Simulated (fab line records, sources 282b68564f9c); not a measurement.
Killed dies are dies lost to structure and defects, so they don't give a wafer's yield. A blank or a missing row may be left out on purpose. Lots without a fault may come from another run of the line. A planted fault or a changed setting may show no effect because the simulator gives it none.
Which tool did it? | flow rit_cmos | 7 lots, 21 wafers sampled, at 3 steps of a route of 202

WHAT THE GAUGES READ, wafer by wafer
RIT_SILICIDE_THK_MEAS_03: measures by xrf.
lot  | measured    | on            | SILICIDE_TI_THK (nm)
L425 | day 3 09:28 | film_metro-01 | 30.1 30.1 29.8
L427 | day 3 21:38 | film_metro-02 | 30.0 30.2 30.0
L429 | day 4 02:49 | film_metro-01 | 29.5 29.6 29.8
L431 | day 4 18:31 | film_metro-03 | 30.1 30.0 29.8
L433 | day 5 02:08 | film_metro-01 | 29.6 30.0 29.5
L443 | day 7 06:23 | film_metro-01 | 30.7 31.3 31.0
L447 | day 7 21:14 | film_metro-02 | 29.6 30.1 30.0

WHICH TOOL RAN EACH LOT (tool, then ch and the chambers of the sampled wafers, then the start)
lot  | RIT_PLDD_STRIP_09                   | RIT_SPACER_ETCHBACK_05
L425 | plasma_asher-03 ch 0,1, day 3 02:40 | rie_diel-04 ch 1,2,3, day 3 05:16
L427 | plasma_asher-01 ch 0,1, day 3 14:24 | rie_diel-01 ch 1,2,3, day 3 16:58
L429 | plasma_asher-01 ch 0,1, day 3 19:48 | rie_diel-01 ch 0,1,3, day 3 22:19
L431 | plasma_asher-02 ch 0,1, day 4 11:28 | rie_diel-02 ch 0,1, day 4 14:03
L433 | plasma_asher-02 ch 0,1, day 4 19:10 | rie_diel-02 ch 0,1,3, day 4 21:45
L443 | plasma_asher-02 ch 0,1, day 6 23:08 | rie_diel-02 ch 0,1,2, day 7 01:43
L447 | plasma_asher-03 ch 0,1, day 7 14:13 | rie_diel-01 ch 0,1,3, day 7 16:48
- RIT_PLDD_STRIP_09: strips in O2, time 180 s.
- RIT_SPACER_ETCHBACK_05: etches Si3N4 in SF6/CHF3, stops on SiO2, target depth 250 nm, time 240 s.

THE ANSWER, worked out from the rows above alone
Rule: what is usual is taken from the lots themselves. Put in order of their means at a reading, lots are off if they are a third of the lots or fewer, leave a main group of 4 or more, and stand apart from it by a gap of 3 or more times the standard deviation of the main group's means; of several such gaps the widest counts. A main group whose means are all the same, to the digits that the tables above print for the reading, isn't used. A lot without any number at a reading at which 4 lots or more have one is off too. The other lots that the step has rows for count as sound.
Off: L443, at RIT_SILICIDE_THK_MEAS_03 (SILICIDE_TI_THK). The main group: mean 29.9 nm, standard deviation 0.16.
A tool fits if, at a process step before that reading, it ran every lot that is off, and no sound lot after the first of them. The gauges at RIT_SILICIDE_THK_MEAS_03 are tried like those tools. Can't be told from this: 3 tools fit, plasma_asher-02 at RIT_PLDD_STRIP_09, rie_diel-02 at RIT_SPACER_ETCHBACK_05, film_metro-01 at RIT_SILICIDE_THK_MEAS_03.

WHAT THE SIMULATOR HAD PUT IN
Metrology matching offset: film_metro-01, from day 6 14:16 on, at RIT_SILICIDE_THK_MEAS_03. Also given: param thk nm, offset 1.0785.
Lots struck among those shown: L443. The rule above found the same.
